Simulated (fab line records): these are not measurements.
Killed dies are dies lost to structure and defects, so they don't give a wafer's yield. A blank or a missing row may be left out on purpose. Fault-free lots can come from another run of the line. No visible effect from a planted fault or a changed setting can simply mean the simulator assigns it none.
fab line records	flow rit-cmos
[record] lots = 6	wafers = 18	last-day = 6
route steps=202 shown PSD@144 SDANNEAL@153 NSD@158 PLDD@159 NLDD@160 SILICIDE@161 M1@202
lots untouched by any fault: they come from a run of this same line in which no faults occurred
start-h: start of the lot's first displayed wafer, in hours after the record's first day	wait-h: time in hours since the lot's previous step	" the same as in the row above	L1.1+2: a row that stands for several wafers	- no value, or no start given	* or withheld: withheld	< > ~ a bound
route shown NAME@n: names a module that has steps shown in the file, with the first one's number in the route	usual: mean/standard deviation taken from wafers without a fault	same: alike in all rows	chamber/n: place in a boat	sites: each site's reading	_std_site: their standard deviation	_edge_site: inner sites' mean taken away from outer sites' mean	radius-mm: for every site, how far away it sits from the centre of the wafer	mask NAME#n: copy n	behind: tool/chamber where the wafer was last shaped	hold: what put the lot on hold/how long, in hours/how the hold closed	device: whichever transistor did not switch (one of n, p or np)	end of line: the tests these same wafers got at the end of their route	for a step that has no rows: nothing shown but its recipe	killed: not the wafer's yield, but the dies lost to structure and defects at the first sort	map: the dies of a wafer, with x for killed, . for not killed, _ for no die there
set.NAME: the run value of the setting; set.NAME@STEP: its run value at that earlier step	model.NAME: the simulator's own value behind a step, which no gauge read
a table for each step, a row for each wafer; lots at some steps of the route
services: when a tool's chamber went out of use (start-h, in hours from the record's first day, below 0 if earlier), for how many hours, and the reason
[[steps]]
[step RIT_PSD_SOFTBAKE_02]
[recipe] resist = NOVOLAK	temp-c = 90	time-s = 60
[step RIT_PSD_EXPOSE_03]
[recipe] mask-id = M10	na = 0.57	target-cd-nm = 40900	dose-mj = 250
[step RIT_PSD_PEB_04]
[recipe] resist = NOVOLAK	temp-c = withheld	time-s = withheld
[step RIT_PSD_DEVELOP_05]
[recipe] resist = NOVOLAK	develop-time-s = 50	dev-temp-c = 23
[step RIT_PSD_OVL_MEAS_06]
[usual] PSD_OVL = 0.1/1.2
lot.wafer	tool	chamber	start-h	wait-h	PSD_OVL[nm]
L855.1	overlay-02	-	55.69	-	1.2
L855.4	"	-	"	"	1.8
L855.5	"	-	"	"	0.5
L856.4	overlay-01	-	60.38	-	0.0
L856.5	"	-	"	"	0.3
L856.6	"	-	"	"	-1.3
L860.1	overlay-01	-	81.93	-	0.4
L860.4	"	-	"	"	1.4
L860.6	"	-	"	"	-0.5
L863.2	overlay-02	-	96.38	-	1.3
L863.5	"	-	"	"	-0.6
L863.6	"	-	"	"	-0.1
L869.2	overlay-01	-	125.77	-	0.0
L869.4	"	-	"	"	1.3
L869.5	"	-	"	"	-0.7
L871.1	overlay-02	-	138.63	-	-0.2
L871.5	"	-	"	"	1.0
L871.6	"	-	"	"	2.7
[step RIT_PSD_HARDBAKE_07]
[recipe] resist = NOVOLAK	temp-c = 140	time-s = 60
[step RIT_PSD_IMPLANT_08]
[recipe] species = BF2	energy-kev = 27	dose-cm2 = 5e+15	tilt-deg = 7
[step RIT_PSD_STRIP_09]
[recipe] chemistry = O2	time-s = 180	resist = NOVOLAK	platen-temp-c = withheld	power-w = 500	pressure-mtorr = 4000	o2-flow-sccm = 4000
[usual] drypump-motor-current-A = 5.8/0.54
[same] time-s = 180
lot.wafer	tool	chamber	start-h	wait-h	drypump-motor-current-A	rf-hours-counter-h
L855.1	plasma-asher-02	1	56.03	0.1	5.8	45
L855.4	"	0	"	"	6.5	-
L855.5	"	1	"	"	5.8	-
L856.4	plasma-asher-02	1	60.76	0.1	5.8	-
L856.5	"	1	"	"	5.8	-
L856.6	"	0	"	"	6.6	-
L860.1	plasma-asher-02	0	82.27	0.1	6.5	49
L860.4	"	1	"	"	5.8	-
L860.6	"	1	"	"	5.8	-
L863.2	plasma-asher-01	1	96.71	0.1	4.9	49
L863.5	"	1	"	"	4.9	-
L863.6	"	0	"	"	5.8	-
L869.2	plasma-asher-02	1	126.10	0.1	5.8	1
L869.4	"	0	"	"	6.6	-
L869.5	"	0	"	"	6.6	-
L871.1	plasma-asher-02	1	138.96	0.1	5.8	3
L871.5	"	1	"	"	5.8	-
L871.6	"	0	"	"	6.5	-
[step RIT_PSD_TW_MEAS_10]
[usual] PSD_TW = 3413/34
lot.wafer	tool	chamber	start-h	wait-h	PSD_TW
L855.1	film-metro-04	-	56.20	0.1	3396
L855.4	"	-	"	"	3402
L855.5	"	-	"	"	3410
L856.4	film-metro-01	-	60.90	0.1	3441
L856.5	"	-	"	"	3443
L856.6	"	-	"	"	3445
L860.1	film-metro-04	-	82.44	0.1	3416
L860.4	"	-	"	"	3415
L860.6	"	-	"	"	3411
L863.2	film-metro-04	-	96.90	0.1	3431
L863.5	"	-	"	"	3437
L863.6	"	-	"	"	3435
L869.2	film-metro-01	-	126.28	0.1	3459
L869.4	"	-	"	"	3464
L869.5	"	-	"	"	3485
L871.1	film-metro-03	-	139.14	0.1	3391
L871.5	"	-	"	"	3380
L871.6	"	-	"	"	3395
[step RIT_SDANNEAL_CLEAN_00]
[recipe] chemistry = SC1	mix = 3:3:50	time-s = 600	temp-c = 75.53
[step RIT_SDANNEAL_CLEAN_01]
[recipe] chemistry = dHF	dilution = 50:1	time-s = 30
[step RIT_SDANNEAL_CLEAN_02]
[recipe] chemistry = SC2	mix = 3:3:50	time-s = 600	temp-c = 75	dry = n2-spin
[step RIT_SDANNEAL_RTA_03]
[recipe] temp-c = 1050	time-s = 5	idle-temp-c = 600	ramp-up-c-per-s = 342	ramp-down-c-per-s = 171	cool-to-c = 600	ambient = N2
[usual] wafer_temp_C_max = 1053.4/0.99
[same] time-s = 5
lot.wafer	tool	chamber	start-h	wait-h	wafer_temp_C_max
L855.1	rtp-anneal-01	0	56.64	0.0	1054.1
L855.4	"	0	"	"	1053.8
L855.5	"	0	"	"	1052.2
L856.4	rtp-anneal-02	0	61.36	0.0	1052.8
L856.5	"	0	"	"	1053.4
L856.6	"	0	"	"	1052.3
L860.1	rtp-anneal-02	0	83.06	0.0	1052.2
L860.4	"	0	"	"	1053.5
L860.6	"	0	"	"	1052.5
L863.2	rtp-anneal-01	0	97.33	0.0	1054.7
L863.5	"	0	"	"	1054.5
L863.6	"	0	"	"	1052.8
L869.2	rtp-anneal-01	0	126.74	0.0	989.5
L869.4	"	0	"	"	988.8
L869.5	"	0	"	"	987.5
L871.1	rtp-anneal-01	0	139.57	0.0	990.0
L871.5	"	0	"	"	989.1
L871.6	"	0	"	"	986.8
[step RIT_SDANNEAL_RS_MEAS_04]
[recipe] thk-meas-gauge = four-point-probe
[usual] PSD_RS = 115.9/0.33
lot.wafer	tool	chamber	start-h	wait-h	PSD_RS[ohm/sq]
L855.1	film-metro-03	-	56.70	0.0	116.3
L855.4	"	-	"	"	115.8
L855.5	"	-	"	"	116.0
L856.4	film-metro-04	-	61.45	0.1	116.1
L856.5	"	-	"	"	116.1
L856.6	"	-	"	"	115.9
L860.1	film-metro-01	-	83.12	0.0	115.8
L860.4	"	-	"	"	115.6
L860.6	"	-	"	"	116.0
L863.2	film-metro-03	-	97.39	0.1	116.1
L863.5	"	-	"	"	116.1
L863.6	"	-	"	"	116.6
L869.2	film-metro-04	-	126.81	0.1	165.9
L869.4	"	-	"	"	166.0
L869.5	"	-	"	"	165.9
L871.1	film-metro-04	-	139.62	0.0	165.9
L871.5	"	-	"	"	165.9
L871.6	"	-	"	"	165.8
[step RIT_SDANNEAL_RS_MEAS_05]
[recipe] thk-meas-gauge = four-point-probe
[usual] NSD_RS = 83.05/0.28
lot.wafer	tool	chamber	start-h	wait-h	NSD_RS[ohm/sq]
L855.1	film-metro-03	-	56.82	0.1	83.56
L855.4	"	-	"	"	83.45
L855.5	"	-	"	"	83.52
L856.4	film-metro-04	-	61.57	0.1	83.49
L856.5	"	-	"	"	83.60
L856.6	"	-	"	"	83.57
L860.1	film-metro-01	-	83.24	0.1	82.90
L860.4	"	-	"	"	83.03
L860.6	"	-	"	"	82.62
L863.2	film-metro-03	-	97.51	0.1	83.65
L863.5	"	-	"	"	83.33
L863.6	"	-	"	"	83.52
L869.2	film-metro-04	-	126.93	0.1	85.84
L869.4	"	-	"	"	86.03
L869.5	"	-	"	"	86.00
L871.1	film-metro-04	-	139.74	0.1	86.41
L871.5	"	-	"	"	85.94
L871.6	"	-	"	"	86.02
[step RIT_SDANNEAL_RS_MEAS_06]
[recipe] thk-meas-gauge = four-point-probe
[usual] PLDD_RS = 180.2/0.58
lot.wafer	tool	chamber	start-h	wait-h	PLDD_RS[ohm/sq]
L855.1	film-metro-03	-	56.94	0.1	179.9
L855.4	"	-	"	"	180.5
L855.5	"	-	"	"	180.3
L856.4	film-metro-04	-	61.69	0.1	179.7
L856.5	"	-	"	"	180.1
L856.6	"	-	"	"	180.4
L860.1	film-metro-01	-	83.36	0.1	179.4
L860.4	"	-	"	"	179.3
L860.6	"	-	"	"	179.7
L863.2	film-metro-03	-	97.63	0.1	180.2
L863.5	"	-	"	"	180.4
L863.6	"	-	"	"	179.9
L869.2	film-metro-04	-	127.05	0.1	246.9
L869.4	"	-	"	"	246.5
L869.5	"	-	"	"	247.1
L871.1	film-metro-04	-	139.86	0.1	246.8
L871.5	"	-	"	"	246.2
L871.6	"	-	"	"	246.2
[step RIT_SDANNEAL_RS_MEAS_07]
[recipe] thk-meas-gauge = four-point-probe
[usual] NLDD_RS = 151.7/0.59
lot.wafer	tool	chamber	start-h	wait-h	NLDD_RS[ohm/sq]
L855.1	film-metro-03	-	57.06	0.1	151.5
L855.4	"	-	"	"	152.0
L855.5	"	-	"	"	152.0
L856.4	film-metro-04	-	61.81	0.1	151.0
L856.5	"	-	"	"	151.7
L856.6	"	-	"	"	151.5
L860.1	film-metro-01	-	83.48	0.1	151.2
L860.4	"	-	"	"	150.8
L860.6	"	-	"	"	151.0
L863.2	film-metro-03	-	97.75	0.1	152.0
L863.5	"	-	"	"	151.8
L863.6	"	-	"	"	151.9
L869.2	film-metro-04	-	127.17	0.1	153.1
L869.4	"	-	"	"	152.9
L869.5	"	-	"	"	153.3
L871.1	film-metro-04	-	139.98	0.1	153.2
L871.5	"	-	"	"	153.2
L871.6	"	-	"	"	153.1
[step RIT_SILICIDE_WET_ETCH_00]
[recipe] chemistry = BOE	target = SiO2	target-depth-nm = 14	time-s = 15	dry = n2-spin	dilution = 10:1	temp-c = 21.5
[step RIT_M1_PROBE_99]
[usual] killed-at-front-end = 7/3	killed-dies = 7/3	killed-open = 3.2/2	killed-short = 3.5/2.1
[same] gross-dies = 264	killed_at_M0_to_M3 = 0	killed_at_M4_up = 0	killed-at-back-side = 0	killed-at-contacts = 0	killed-at-other = 0
lot.wafer	tool	chamber	start-h	wait-h	killed-at-front-end	killed-dies	killed-open	killed-short	model.etest.pmos-turned.r-on-ohm-um	model.etest.pmos_0p3.r-on-ohm-um	model.etest.pmos_0p15.r-on-ohm-um	model.etest.nmos_0p3.r-on-ohm-um	model.etest.pldd.rs-ohm-sq	model.etest.pmos-turned.drive-ua-um	model.etest.nmos_0p15.r-on-ohm-um	model.etest.nmos_0p15.drive-ua-um
L855.1	prober-01	-	64.22	0.1	9	9	6	3	3519	6557	2773	2234	514.5	180	1129	457.9
L855.4	prober-01	-	64.37	0.2	2	2	1	1	3554	6450	2776	2206	536.7	181.6	1146	465.9
L855.5	prober-01	-	64.42	0.2	8	8	4	4	3571	6474	2795	2202	545.9	176.8	1150	463.5
L856.4	prober-02	-	70.20	0.2	11	11	1	10	3408	6222	2656	2104	524.5	189.5	1056	482.8
L856.5	prober-02	-	70.25	0.2	12	12	6	6	3340	6075	2665	2090	495.7	196	1097	492.2
L856.6	prober-02	-	70.30	0.2	6	6	3	3	3436	6201	2696	2112	516.7	191.6	1091	489.1
L860.1	prober-02	-	94.37	0.1	1	1	1	0	3416	6234	2713	2144	495.5	192.4	1102	473.1
L860.4	prober-02	-	94.52	0.2	8	8	4	4	3427	6312	2724	2158	514.5	189.7	1076	472.7
L860.6	prober-02	-	94.62	0.2	13	13	7	6	3435	6376	2788	2173	501.2	189.3	1095	456.3
L863.2	prober-01	-	105.04	0.1	5	5	3	2	3406	6175	2745	2171	448.1	193.8	1136	450.6
L863.5	prober-01	-	105.19	0.2	4	4	2	2	3438	6252	2777	2184	458	191.1	1136	452.2
L863.6	prober-01	-	105.24	0.2	7	7	6	1	3351	6112	2686	2138	458.9	197.7	1131	461.4
L869.2	prober-01	-	135.00	0.1	2	2	1	1	4898	7384	3495	2329	673.2	114.3	1159	425
L869.4	prober-01	-	135.10	0.2	2	2	1	1	4888	7413	3524	2326	651.6	115.6	1180	411.4
L869.5	prober-01	-	135.15	0.2	6	6	1	5	5058	7554	3598	2391	686.6	108.8	1198	404.5
L871.1	prober-01	-	147.40	0.1	4	4	2	2	4888	7341	3644	2306	687.4	119.9	1191	405.9
L871.5	prober-01	-	147.60	0.2	11	11	2	9	4981	7400	3702	2328	694.6	115.8	1210	398.4
L871.6	prober-01	-	147.65	0.2	4	4	1	3	4995	7396	3711	2338	718.4	115	1215	397.6
// killed by level:class
L855.1 GATE:geometric-particle:short=3 GATE:geometric-particle:open=2 REOX:geometric-particle:open=2 SPACER:geometric-particle:open=1 SILICIDE:geometric-particle:open=1
L855.4 FOX1:geometric-particle:short=1 GATE:geometric-particle:open=1
L855.5 GATE:geometric-particle:open=4 REOX:geometric-particle:short=3 GATE:geometric-particle:short=1
L856.4 GATE:geometric-particle:short=3 SILICIDE:geometric-particle:short=3 FOX1:geometric-particle:short=1 FOX2:geometric-particle:short=1 REOX:geometric-particle:short=1 SPACER:geometric-particle:short=1 SPACER:geometric-particle:open=1
L856.5 FOX1:geometric-particle:open=2 FOX1:geometric-particle:short=2 GATE:geometric-particle:short=2 REOX:geometric-particle:open=2 GATE:geometric-particle:open=1 REOX:geometric-particle:short=1 SILICIDE:geometric-particle:open=1 SILICIDE:geometric-particle:short=1
L856.6 GATE:geometric-particle:open=3 FOX1:geometric-particle:short=1 GATE:geometric-particle:short=1 REOX:geometric-particle:short=1
L860.1 SILICIDE:geometric-particle:open=1
L860.4 FOX1:geometric-particle:short=2 FOX1:geometric-particle:open=2 FOX2:geometric-particle:short=1 GATE:geometric-particle:open=1 GATE:geometric-particle:short=1 SILICIDE:geometric-particle:open=1
L860.6 FOX1:geometric-particle:open=3 FOX1:geometric-particle:short=3 GATE:geometric-particle:short=3 GATE:geometric-particle:open=2 REOX:geometric-particle:open=1 SPACER:geometric-particle:open=1
L863.2 GATE:geometric-particle:open=3 SILICIDE:geometric-particle:short=2
L863.5 FOX2:geometric-particle:short=1 GATE:geometric-particle:short=1 SPACER:geometric-particle:open=1 SILICIDE:geometric-particle:open=1
L863.6 GATE:geometric-particle:open=4 FOX1:geometric-particle:short=1 FOX1:geometric-particle:open=1 SPACER:geometric-particle:open=1
L869.2 FOX1:geometric-particle:open=1 SPACER:geometric-particle:short=1
L869.4 GATE:geometric-particle:short=1 GATE:geometric-particle:open=1
L869.5 FOX1:geometric-particle:short=2 GATE:geometric-particle:short=2 FOX1:geometric-particle:open=1 SPACER:geometric-particle:short=1
L871.1 FOX1:geometric-particle:open=2 FOX1:geometric-particle:short=1 SPACER:geometric-particle:short=1
L871.5 FOX1:geometric-particle:short=3 GATE:geometric-particle:short=3 SPACER:geometric-particle:open=2 SPACER:geometric-particle:short=1 REOX:geometric-particle:short=1 SILICIDE:geometric-particle:short=1
L871.6 FOX1:geometric-particle:short=1 FOX2:geometric-particle:open=1 REOX:geometric-particle:short=1 SPACER:geometric-particle:short=1
[[services]]
tool	chamber	start-h	hours	kind
plasma-asher-02	-	108.75	9.0	pm
plasma-asher-02	0	108.75	9.0	vent-cycle
plasma-asher-02	1	108.75	9.0	vent-cycle
plasma-asher-02	0	117.75	-	clean
plasma-asher-02	1	117.75	-	clean
plasma-asher-01	-	129.00	5.6	repair
[[key]]
[first-sign] step = RIT_SDANNEAL_RTA_03	reading = wafer_temp_C_max	direction = down	sigmas = 65	usual = *	struck = *
[effect] step = RIT_SDANNEAL_RS_MEAS_04	reading = PSD_RS	direction = up	sigmas = 99+	usual = 115.9	struck = 165.9
[effect] step = RIT_SDANNEAL_RS_MEAS_05	reading = NSD_RS	direction = up	sigmas = 11	usual = 83.05	struck = 86.04
[effect] step = RIT_SDANNEAL_RS_MEAS_06	reading = PLDD_RS	direction = up	sigmas = 99+	usual = 180.2	struck = 246.6
[effect] step = RIT_SDANNEAL_RS_MEAS_07	reading = NLDD_RS	direction = up	sigmas = 2.5	usual = 151.7	struck = 153.1
[model-effect] step = RIT_M1_PROBE_99	value = etest.pmos-turned.r-on-ohm-um	without = 3441	struck = 4951
met-at RIT_SDANNEAL_RTA_03
struck-wafers L869.2,L869.4,L869.5,L871.1,L871.5,L871.6
tester-left-out L869,L871
onset-between 97.33 126.74
[fault] kind = process-parameter-drift	tool = rtp-anneal-01	chamber = -	onset-h = 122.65	steps = RIT_SDANNEAL_RTA_03	channel = temp-c	offset = *	shape = step	end-h = 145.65	acts-in = *	stated = *
// tester-left-out: of these lots the tester's yield and bins aren't shown, on N5 and GAA mostly nor the transistor test; their killed dies are dies lost to structure and defects alone, not to doping, threshold or leakage, so they don't give the yield
